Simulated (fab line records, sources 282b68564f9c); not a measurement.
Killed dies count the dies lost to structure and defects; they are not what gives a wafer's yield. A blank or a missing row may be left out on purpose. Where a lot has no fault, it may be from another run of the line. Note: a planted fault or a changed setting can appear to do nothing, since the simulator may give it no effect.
fab line records + flow rit-cmos
[record]
- lots = 15
- wafers = 45
- last-day = 7
route steps=202 shown GATE@81 M1@202
lots with no fault: from the same line, run without faults
start-h: hours from the record's first day to the start of the lot's first wafer shown + wait-h: hours from the lot's prior step to this one + " identical to the entry in the row above + L1.1+2: a single row standing in for several wafers + - no value present, or no start provided + * or withheld: withheld + < > ~ a bound
route shown NAME@n: a module of which the file shows steps, and the number in the route of the first + usual: mean/standard deviation taken from wafers without a fault + same: alike in all rows + chamber/n: place in a boat + sites: the reading at each site + _std_site: the standard deviation of these + _edge_site: inner sites' mean taken away from outer sites' mean + radius-mm: for every site, how far away it sits from the centre of the wafer + mask NAME#n: copy n + behind: the last tool/chamber to shape the wafer + hold: reason for holding the lot/hours on hold/outcome of the hold + device: names the non-switching transistor (n, p or np) + end of line: the same wafers' tests at the end of the route + where a step has no rows: the recipe by itself + killed: dies that structure and defects cost at the first sort, which is not the same as the wafer's yield + map: a wafer's dies, x killed, . not, _ none there
set.NAME: the setting that was run; set.NAME@STEP: the one run at that earlier step + model.NAME: the simulator's own value behind a step, which no gauge read
a sample of lots followed through the steps of the route, with each step as a table and each wafer as a row
services: a tool's chamber out of use, with start hour (start-h, from the record's first day; less than 0 if before it), hours out, and reason
[[steps]]
[step RIT_GATE_OXIDATION_05]
[recipe]
- temp-c = 900
- ambient = O2
- target-thk-a = 30
- ox-time-s = 270
[usual]
- spike-tc-centre-C = 902.2/1.4
- spike-tc-load-C = 929/3.4
- spike-tc-source-C = 925.3/1.7
- tube_center_temp_C_max = 902.4/0.42
| lot.wafer | tool       | chamber | start-h | wait-h | spike-tc-centre-C | spike-tc-load-C | spike-tc-source-C | tube_center_temp_C_max |
|-----------|------------|---------|---------|--------|-------------------|-----------------|-------------------|------------------------|
| L844.2    | furnace-02 | 0       | 38.43   | 4.2    | 901.4             | 930             | 922.9             | 902.4                  |
| L844.3    | "          | 0       | "       | "      | 901.2             | 928             | 924.8             | 902.0                  |
| L844.6    | "          | 0       | "       | "      | 902.7             | 928             | 922.6             | 902.5                  |
| L845.3    | furnace-01 | 0       | 42.05   | 1.9    | 904.9             | 929             | 926.4             | 902.1                  |
| L845.4    | "          | 0       | "       | "      | 902.7             | 931             | 927.2             | 902.5                  |
| L845.5    | "          | 0       | "       | "      | 904.2             | 931             | 927.4             | 902.1                  |
| L846.1    | furnace-01 | 0       | 50.94   | 3.6    | 902.5             | 934             | 927.4             | 902.9                  |
| L846.3    | "          | 0       | "       | "      | 902.8             | 933             | 926.9             | 902.6                  |
| L846.4    | "          | 0       | "       | "      | 904.0             | 928             | 927.2             | 903.0                  |
| L847.2    | furnace-01 | 0       | 55.38   | 0.0    | 903.6             | 931             | 927.2             | 903.2                  |
| L847.3    | "          | 0       | "       | "      | 904.1             | 929             | 927.5             | 902.4                  |
| L847.4    | "          | 0       | "       | "      | 903.6             | 931             | 928.3             | 902.9                  |
| L849.3    | furnace-01 | 0       | 62.05   | 1.0    | 886.7             | 916             | 911.3             | 902.4                  |
| L849.4    | "          | 0       | "       | "      | 888.8             | 916             | 909.8             | 902.0                  |
| L849.6    | "          | 0       | "       | "      | 888.7             | 914             | 911.3             | 902.2                  |
| L851.1    | furnace-01 | 0       | 69.05   | 0.3    | 887.0             | 915             | 911.1             | 902.9                  |
| L851.4    | "          | 0       | "       | "      | 885.9             | 913             | 910.1             | 902.1                  |
| L851.6    | "          | 0       | "       | "      | 889.0             | 913             | 910.8             | 901.7                  |
| L852.1    | furnace-01 | 0       | 73.43   | 0.1    | 888.0             | 915             | 912.1             | 902.1                  |
| L852.3    | "          | 0       | "       | "      | 885.8             | 914             | 910.4             | 902.8                  |
| L852.5    | "          | 0       | "       | "      | 887.1             | 915             | 910.7             | 902.2                  |
| L858.1    | furnace-02 | 0       | 102.05  | 0.1    | 901.4             | 928             | 923.8             | 902.5                  |
| L858.2    | "          | 0       | "       | "      | 903.3             | 929             | 922.9             | 901.8                  |
| L858.3    | "          | 0       | "       | "      | 901.8             | 931             | 922.1             | 903.0                  |
| L859.1    | furnace-02 | 0       | 108.90  | 1.0    | 901.3             | 929             | 923.8             | 902.2                  |
| L859.3    | "          | 0       | "       | "      | 902.8             | 929             | 923.3             | 902.4                  |
| L859.5    | "          | 0       | "       | "      | 902.1             | 930             | 924.1             | 901.9                  |
| L860.1    | furnace-02 | 0       | 112.75  | 0.1    | 901.1             | 930             | 922.8             | 902.5                  |
| L860.2    | "          | 0       | "       | "      | 902.6             | 930             | 924.6             | 902.5                  |
| L860.5    | "          | 0       | "       | "      | 901.4             | 929             | 924.6             | 902.5                  |
| L863.4    | furnace-03 | 0       | 126.99  | 0.0    | 899.4             | 922             | 924.0             | 902.4                  |
| L863.5    | "          | 0       | "       | "      | 901.2             | 923             | 924.7             | 902.6                  |
| L863.6    | "          | 0       | "       | "      | 901.9             | 922             | 923.4             | 902.0                  |
| L864.1    | furnace-03 | 0       | 132.63  | 0.1    | 900.9             | 922             | 922.6             | 902.7                  |
| L864.3    | "          | 0       | "       | "      | 901.2             | 921             | 923.9             | 902.1                  |
| L864.6    | "          | 0       | "       | "      | 901.5             | 924             | 923.1             | 902.0                  |
| L865.1    | furnace-02 | 0       | 136.55  | 0.1    | 900.4             | 929             | 923.7             | 902.2                  |
| L865.3    | "          | 0       | "       | "      | 901.2             | 929             | 923.7             | 902.5                  |
| L865.6    | "          | 0       | "       | "      | 901.4             | 932             | 923.5             | 902.5                  |
| L866.2    | furnace-02 | 0       | 142.71  | 0.1    | 903.4             | 931             | 923.2             | 902.1                  |
| L866.5    | "          | 0       | "       | "      | 904.7             | 931             | 922.3             | 902.4                  |
| L866.6    | "          | 0       | "       | "      | 903.4             | 929             | 924.3             | 902.3                  |
| L867.1    | furnace-01 | 0       | 146.82  | 0.1    | 902.4             | 930             | 925.2             | 902.1                  |
| L867.5    | "          | 0       | "       | "      | 903.6             | 929             | 925.7             | 902.0                  |
| L867.6    | "          | 0       | "       | "      | 903.3             | 930             | 926.7             | 901.8                  |
[step RIT_GATE_THK_MEAS_07]
[recipe]
- reads = SiO2_of_GATE_OXIDATION_05
[usual]
- GATE_OXIDE_THK = 2.99/0.073
| lot.wafer | tool          | chamber | start-h | wait-h | GATE_OXIDE_THK[nm] |
|-----------|---------------|---------|---------|--------|--------------------|
| L844.2    | film-metro-04 | -       | 39.77   | 0.0    | 3.00               |
| L844.3    | "             | -       | "       | "      | 2.95               |
| L844.6    | "             | -       | "       | "      | 3.00               |
| L845.3    | film-metro-01 | -       | 44.90   | 0.0    | 2.94               |
| L845.4    | "             | -       | "       | "      | 2.98               |
| L845.5    | "             | -       | "       | "      | 2.99               |
| L846.1    | film-metro-02 | -       | 53.36   | 0.0    | 3.04               |
| L846.3    | "             | -       | "       | "      | 3.03               |
| L846.4    | "             | -       | "       | "      | 2.98               |
| L847.2    | film-metro-02 | -       | 56.72   | 0.0    | 3.13               |
| L847.3    | "             | -       | "       | "      | 3.04               |
| L847.4    | "             | -       | "       | "      | 3.09               |
| L849.3    | film-metro-04 | -       | 64.36   | 0.0    | 2.53               |
| L849.4    | "             | -       | "       | "      | 2.57               |
| L849.6    | "             | -       | "       | "      | 2.54               |
| L851.1    | film-metro-04 | -       | 70.38   | 0.0    | 2.46               |
| L851.4    | "             | -       | "       | "      | 2.45               |
| L851.6    | "             | -       | "       | "      | 2.36               |
| L852.1    | film-metro-01 | -       | 75.47   | 0.0    | 2.58               |
| L852.3    | "             | -       | "       | "      | 2.50               |
| L852.5    | "             | -       | "       | "      | 2.52               |
| L858.1    | film-metro-02 | -       | 103.38  | 0.0    | 2.95               |
| L858.2    | "             | -       | "       | "      | 2.90               |
| L858.3    | "             | -       | "       | "      | 2.88               |
| L859.1    | film-metro-04 | -       | 110.22  | 0.0    | 2.98               |
| L859.3    | "             | -       | "       | "      | 3.02               |
| L859.5    | "             | -       | "       | "      | 3.00               |
| L860.1    | film-metro-01 | -       | 114.08  | 0.0    | 2.88               |
| L860.2    | "             | -       | "       | "      | 2.96               |
| L860.5    | "             | -       | "       | "      | 2.99               |
| L863.4    | film-metro-01 | -       | 128.34  | 0.0    | 3.07               |
| L863.5    | "             | -       | "       | "      | 3.05               |
| L863.6    | "             | -       | "       | "      | 3.01               |
| L864.1    | film-metro-02 | -       | 133.96  | 0.0    | 2.94               |
| L864.3    | "             | -       | "       | "      | 3.02               |
| L864.6    | "             | -       | "       | "      | 3.05               |
| L865.1    | film-metro-04 | -       | 137.90  | 0.0    | 2.91               |
| L865.3    | "             | -       | "       | "      | 2.91               |
| L865.6    | "             | -       | "       | "      | 2.85               |
| L866.2    | film-metro-04 | -       | 144.04  | 0.0    | 2.88               |
| L866.5    | "             | -       | "       | "      | 2.88               |
| L866.6    | "             | -       | "       | "      | 2.85               |
| L867.1    | film-metro-04 | -       | 148.30  | 0.0    | 2.90               |
| L867.5    | "             | -       | "       | "      | 2.93               |
| L867.6    | "             | -       | "       | "      | 2.97               |
[step RIT_M1_PROBE_99]
[usual]
- killed-at-contacts = 0.1/0.29
- killed-at-front-end = 7/3
- killed-dies = 8/3
- killed-on-rim = 2.0/1.5
- killed-open = 3.7/2
- killed-short = 3.8/2.1
[same]
- gross-dies = 264
- killed_at_M0_to_M3 = 0
- killed_at_M4_up = 0
- killed-at-back-side = 0
- killed-at-other = 0
| lot.wafer | tool      | chamber | start-h | wait-h | killed-at-contacts | killed-at-front-end | killed-dies | killed-on-rim | killed-open | killed-short |
|-----------|-----------|---------|---------|--------|--------------------|---------------------|-------------|---------------|-------------|--------------|
| L844.2    | prober-01 | -       | 64.50   | 0.1    | 0                  | 8                   | 8           | 3             | 3           | 5            |
| L844.3    | prober-01 | -       | 64.55   | 0.2    | 0                  | 9                   | 9           | 3             | 4           | 5            |
| L844.6    | prober-01 | -       | 64.70   | 0.2    | 0                  | 7                   | 7           | 1             | 4           | 3            |
| L845.3    | prober-02 | -       | 70.32   | 0.2    | 1                  | 3                   | 4           | 0             | 2           | 2            |
| L845.4    | prober-02 | -       | 70.37   | 0.2    | 1                  | 8                   | 9           | 2             | 6           | 3            |
| L845.5    | prober-02 | -       | 70.42   | 0.2    | 0                  | 6                   | 6           | 3             | 5           | 1            |
| L846.1    | prober-01 | -       | 77.08   | 0.1    | 1                  | 6                   | 7           | 0             | 2           | 5            |
| L846.3    | prober-01 | -       | 77.18   | 0.2    | 0                  | 2                   | 2           | 0             | 0           | 2            |
| L846.4    | prober-01 | -       | 77.23   | 0.2    | 0                  | 9                   | 9           | 2             | 6           | 3            |
| L847.2    | prober-02 | -       | 81.50   | 0.1    | 0                  | 4                   | 4           | 1             | 2           | 2            |
| L847.3    | prober-02 | -       | 81.55   | 0.2    | 0                  | 4                   | 4           | 1             | 1           | 3            |
| L847.4    | prober-02 | -       | 81.60   | 0.2    | 0                  | 10                  | 10          | 5             | 5           | 5            |
| L849.3    | prober-02 | -       | 88.29   | 0.2    | 0                  | 9                   | 9           | 4             | 4           | 5            |
| L849.4    | prober-02 | -       | 88.34   | 0.2    | 0                  | 8                   | 8           | 1             | 7           | 1            |
| L849.6    | prober-02 | -       | 88.44   | 0.2    | 0                  | 13                  | 13          | 4             | 6           | 7            |
| L851.1    | prober-02 | -       | 93.92   | 0.1    | 0                  | 10                  | 10          | 2             | 7           | 3            |
| L851.4    | prober-02 | -       | 94.07   | 0.2    | 0                  | 4                   | 4           | 0             | 2           | 2            |
| L851.6    | prober-02 | -       | 94.17   | 0.2    | 0                  | 5                   | 5           | 1             | 3           | 2            |
| L852.1    | prober-01 | -       | 98.50   | 0.1    | 0                  | 7                   | 7           | 2             | 2           | 5            |
| L852.3    | prober-01 | -       | 98.60   | 0.2    | 0                  | 13                  | 13          | 1             | 3           | 10           |
| L852.5    | prober-01 | -       | 98.70   | 0.2    | 0                  | 7                   | 7           | 0             | 5           | 2            |
| L858.1    | prober-01 | -       | 125.97  | 0.1    | 0                  | 4                   | 4           | 2             | 3           | 1            |
| L858.2    | prober-01 | -       | 126.02  | 0.1    | 0                  | 7                   | 7           | 0             | 1           | 6            |
| L858.3    | prober-01 | -       | 126.07  | 0.2    | 0                  | 4                   | 4           | 0             | 3           | 1            |
| L859.1    | prober-02 | -       | 133.82  | 0.1    | 0                  | 11                  | 11          | 2             | 7           | 3            |
| L859.3    | prober-02 | -       | 133.92  | 0.2    | 0                  | 8                   | 8           | 1             | 4           | 3            |
| L859.5    | prober-02 | -       | 134.02  | 0.2    | 0                  | 7                   | 7           | 2             | 3           | 4            |
| L860.1    | prober-01 | -       | 138.67  | 0.1    | 0                  | 12                  | 12          | 5             | 5           | 7            |
| L860.2    | prober-01 | -       | 138.72  | 0.1    | 0                  | 7                   | 7           | 3             | 4           | 3            |
| L860.5    | prober-01 | -       | 138.87  | 0.2    | 0                  | 11                  | 11          | 4             | 8           | 3            |
| L863.4    | prober-02 | -       | 151.85  | 0.2    | 0                  | 5                   | 5           | 4             | 1           | 2            |
| L863.5    | prober-02 | -       | 151.90  | 0.2    | 0                  | 10                  | 10          | 4             | 4           | 5            |
| L863.6    | prober-02 | -       | 151.95  | 0.2    | 0                  | 4                   | 4           | 0             | 4           | 0            |
| L864.1    | prober-01 | -       | 157.50  | 0.1    | 0                  | 8                   | 8           | 2             | 7           | 1            |
| L864.3    | prober-01 | -       | 157.60  | 0.2    | 0                  | 6                   | 6           | 0             | 2           | 4            |
| L864.6    | prober-01 | -       | 157.75  | 0.2    | 0                  | 11                  | 11          | 4             | 3           | 8            |
| L865.1    | prober-02 | -       | 160.98  | 0.1    | 0                  | 5                   | 5           | 1             | 3           | 1            |
| L865.3    | prober-02 | -       | 161.08  | 0.2    | 0                  | 3                   | 3           | 0             | 2           | 1            |
| L865.6    | prober-02 | -       | 161.23  | 0.2    | 0                  | 5                   | 5           | 3             | 1           | 3            |
| L866.2    | prober-01 | -       | 166.98  | 0.1    | 0                  | 5                   | 5           | 3             | 1           | 4            |
| L866.5    | prober-01 | -       | 167.13  | 0.2    | 0                  | 6                   | 6           | 1             | 4           | 2            |
| L866.6    | prober-01 | -       | 167.18  | 0.2    | 0                  | 4                   | 4           | 1             | 3           | 1            |
| L867.1    | prober-02 | -       | 171.72  | 0.1    | 0                  | 6                   | 6           | 0             | 4           | 2            |
| L867.5    | prober-02 | -       | 171.92  | 0.2    | 0                  | 10                  | 10          | 3             | 4           | 6            |
| L867.6    | prober-02 | -       | 171.97  | 0.2    | 1                  | 6                   | 7           | 0             | 2           | 5            |
// killed by level:class
L844.2 REOX:geometric-particle:short=3 REOX:geometric-particle:open=2 FOX1:geometric-particle:short=1 GATE:geometric-particle:open=1 GATE:geometric-particle:short=1
L844.3 FOX1:geometric-particle:short=2 FOX1:geometric-particle:open=1 GATE:geometric-particle:open=1 GATE:geometric-particle:short=1 REOX:geometric-particle:open=1 SPACER:geometric-particle:short=1 SILICIDE:geometric-particle:open=1 SILICIDE:geometric-particle:short=1
L844.6 GATE:geometric-particle:open=3 FOX1:geometric-particle:short=2 FOX1:geometric-particle:open=1 GATE:geometric-particle:short=1
L845.3 FOX1:geometric-particle:open=1 SPACER:geometric-particle:short=1 SILICIDE:geometric-particle:open=1 CONTACT:geometric-particle:short=1
L845.4 SPACER:geometric-particle:open=3 GATE:geometric-particle:short=2 FOX1:geometric-particle:open=1 FOX2:geometric-particle:open=1 SPACER:geometric-particle:short=1 CONTACT:geometric-particle:open=1
L845.5 FOX1:geometric-particle:open=2 SPACER:geometric-particle:open=2 FOX2:geometric-particle:open=1 SILICIDE:geometric-particle:short=1
L846.1 SPACER:geometric-particle:short=2 FOX2:geometric-particle:open=1 GATE:geometric-particle:short=1 REOX:geometric-particle:short=1 SPACER:geometric-particle:open=1 CONTACT:geometric-particle:short=1
L846.3 GATE:geometric-particle:short=1 REOX:geometric-particle:short=1
L846.4 FOX1:geometric-particle:open=2 FOX1:geometric-particle:short=2 GATE:geometric-particle:open=2 REOX:geometric-particle:open=2 SPACER:geometric-particle:short=1
L847.2 SILICIDE:geometric-particle:open=2 SILICIDE:geometric-particle:short=2
L847.3 GATE:geometric-particle:short=2 GATE:geometric-particle:open=1 SILICIDE:geometric-particle:short=1
L847.4 FOX1:geometric-particle:open=4 REOX:geometric-particle:short=3 FOX1:geometric-particle:short=2 GATE:geometric-particle:open=1
L849.3 GATE:geometric-particle:short=3 FOX1:geometric-particle:open=2 FOX1:geometric-particle:short=1 FOX2:geometric-particle:open=1 SILICIDE:geometric-particle:open=1 SILICIDE:geometric-particle:short=1
L849.4 GATE:geometric-particle:open=3 REOX:geometric-particle:open=2 FOX1:geometric-particle:open=1 SILICIDE:geometric-particle:open=1 SILICIDE:geometric-particle:short=1
L849.6 FOX1:geometric-particle:short=3 SILICIDE:geometric-particle:open=3 ACTIVE:geometric-particle:short=2 FOX1:geometric-particle:open=1 FOX2:geometric-particle:open=1 FOX2:geometric-particle:short=1 GATE:geometric-particle:short=1 GATE:geometric-particle:open=1
L851.1 FOX1:geometric-particle:open=2 REOX:geometric-particle:short=2 SILICIDE:geometric-particle:open=2 FOX1:geometric-particle:short=1 FOX2:geometric-particle:open=1 GATE:geometric-particle:open=1 SPACER:geometric-particle:open=1
L851.4 SPACER:geometric-particle:open=2 GATE:geometric-particle:short=1 REOX:geometric-particle:short=1
L851.6 FOX1:geometric-particle:short=1 GATE:geometric-particle:open=1 REOX:geometric-particle:open=1 SPACER:geometric-particle:short=1 SPACER:geometric-particle:open=1
L852.1 FOX1:geometric-particle:short=3 GATE:geometric-particle:short=2 GATE:geometric-particle:open=1 STARTING-WAFER:geometric-particle:open=1
L852.3 FOX1:geometric-particle:short=4 GATE:geometric-particle:short=3 REOX:geometric-particle:short=3 FOX1:geometric-particle:open=2 SILICIDE:geometric-particle:open=1
L852.5 FOX1:geometric-particle:short=2 GATE:geometric-particle:open=2 FOX1:geometric-particle:open=1 REOX:geometric-particle:open=1 SPACER:geometric-particle:open=1
L858.1 FOX1:geometric-particle:open=1 GATE:geometric-particle:open=1 REOX:geometric-particle:short=1 SILICIDE:geometric-particle:open=1
L858.2 FOX1:geometric-particle:short=2 SPACER:geometric-particle:short=2 FOX2:geometric-particle:short=1 GATE:geometric-particle:open=1 SILICIDE:geometric-particle:short=1
L858.3 GATE:geometric-particle:open=2 REOX:geometric-particle:short=1 REOX:geometric-particle:open=1
L859.1 GATE:geometric-particle:open=3 REOX:geometric-particle:open=3 FOX1:geometric-particle:short=1 REOX:geometric-particle:short=1 SPACER:geometric-particle:open=1 SILICIDE:geometric-particle:short=1 NLDD:coat-microbubble-printed=1
L859.3 GATE:geometric-particle:short=3 GATE:geometric-particle:open=2 REOX:geometric-particle:open=2 NLDD:coat-microbubble-printed=1
L859.5 GATE:geometric-particle:short=4 GATE:geometric-particle:open=2 REOX:geometric-particle:open=1
L860.1 GATE:geometric-particle:open=5 SPACER:geometric-particle:short=3 GATE:geometric-particle:short=2 REOX:geometric-particle:short=1 SILICIDE:geometric-particle:short=1
L860.2 GATE:geometric-particle:open=2 GATE:geometric-particle:short=2 FOX2:geometric-particle:open=1 REOX:geometric-particle:short=1 SILICIDE:geometric-particle:open=1
L860.5 GATE:geometric-particle:open=4 REOX:geometric-particle:short=2 FOX1:geometric-particle:open=1 REOX:geometric-particle:open=1 SPACER:geometric-particle:open=1 SPACER:geometric-particle:short=1 SILICIDE:geometric-particle:open=1
L863.4 GATE:geometric-particle:short=2 PRETRO:coat-microbubble-printed=2 REOX:geometric-particle:open=1
L863.5 GATE:geometric-particle:short=3 SPACER:geometric-particle:open=2 GATE:geometric-particle:open=1 REOX:geometric-particle:short=1 SILICIDE:geometric-particle:short=1 SILICIDE:geometric-particle:open=1 PRETRO:coat-microbubble-printed=1
L863.6 FOX1:geometric-particle:open=1 GATE:geometric-particle:open=1 SPACER:geometric-particle:open=1 SILICIDE:geometric-particle:open=1
L864.1 SPACER:geometric-particle:open=3 GATE:geometric-particle:open=2 ACTIVE:geometric-particle:open=1 GATE:geometric-particle:short=1 REOX:geometric-particle:open=1
L864.3 REOX:geometric-particle:short=2 GATE:geometric-particle:short=1 GATE:geometric-particle:open=1 SPACER:geometric-particle:open=1 SILICIDE:geometric-particle:short=1
L864.6 GATE:geometric-particle:short=3 REOX:geometric-particle:short=2 SPACER:geometric-particle:short=2 FOX1:geometric-particle:short=1 GATE:geometric-particle:open=1 REOX:geometric-particle:open=1 SILICIDE:geometric-particle:open=1
L865.1 GATE:geometric-particle:open=2 GATE:geometric-particle:short=1 REOX:geometric-particle:open=1 NWELL:coat-microbubble-printed=1
L865.3 FOX1:geometric-particle:open=2 GATE:geometric-particle:short=1
L865.6 FOX2:geometric-particle:short=2 GATE:geometric-particle:open=1 SILICIDE:geometric-particle:short=1 NWELL:coat-microbubble-printed=1
L866.2 FOX1:geometric-particle:short=2 REOX:geometric-particle:short=1 SILICIDE:geometric-particle:short=1 SILICIDE:geometric-particle:open=1
L866.5 FOX1:geometric-particle:open=2 GATE:geometric-particle:open=2 FOX2:geometric-particle:short=1 GATE:geometric-particle:short=1
L866.6 SPACER:geometric-particle:open=2 GATE:geometric-particle:open=1 SPACER:geometric-particle:short=1
L867.1 SILICIDE:geometric-particle:open=2 FOX1:geometric-particle:open=1 FOX2:geometric-particle:short=1 REOX:geometric-particle:short=1 SPACER:geometric-particle:open=1
L867.5 REOX:geometric-particle:short=3 GATE:geometric-particle:open=2 FOX1:geometric-particle:short=1 FOX2:geometric-particle:short=1 REOX:geometric-particle:open=1 SILICIDE:geometric-particle:open=1 SILICIDE:geometric-particle:short=1
L867.6 GATE:geometric-particle:short=2 FOX1:geometric-particle:short=1 GATE:geometric-particle:open=1 REOX:geometric-particle:short=1 SILICIDE:geometric-particle:open=1 CONTACT:geometric-particle:short=1
[[services]]
| tool       | chamber | start-h | hours | kind |
|------------|---------|---------|-------|------|
| furnace-03 | -       | 18.15   | 3.1   | pm   |
| furnace-02 | -       | 25.12   | 3.0   | pm   |
| furnace-01 | -       | 32.21   | 3.5   | pm   |
| furnace-01 | -       | 35.69   | 2.8   | pm   |
| furnace-02 | -       | 39.51   | 3.1   | pm   |
[[key]]
[first-sign]
- step = RIT_GATE_OXIDATION_05
- reading = spike-tc-centre-C
- direction = down
- sigmas = 11
- usual = 902.2
- struck = 887.4
[effect]
- step = RIT_GATE_OXIDATION_05
- reading = spike-tc-source-C
- direction = down
- sigmas = 8.5
- usual = 925.3
- struck = 910.9
[effect]
- step = RIT_GATE_THK_MEAS_07
- reading = GATE_OXIDE_THK
- direction = down
- sigmas = 6.8
- usual = 2.99
- struck = 2.50
met-at RIT_GATE_OXIDATION_05
struck-lots L849,L851,L852
tester-left-out L849,L851,L852
onset-between 55.38 62.05
[fault]
- kind = process-parameter-drift
- tool = furnace-01
- chamber = -
- onset-h = 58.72
- steps = RIT_GATE_OXIDATION_05
- channel = temp-c
- offset = *
- shape = step
- end-h = 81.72
- acts-in = *
- stated = *
// tester-left-out: of these lots the tester's yield and bins aren't shown, on N5 and GAA mostly nor the transistor test; their killed dies are dies lost to structure and defects alone, not to doping, threshold or leakage, so they don't give the yield
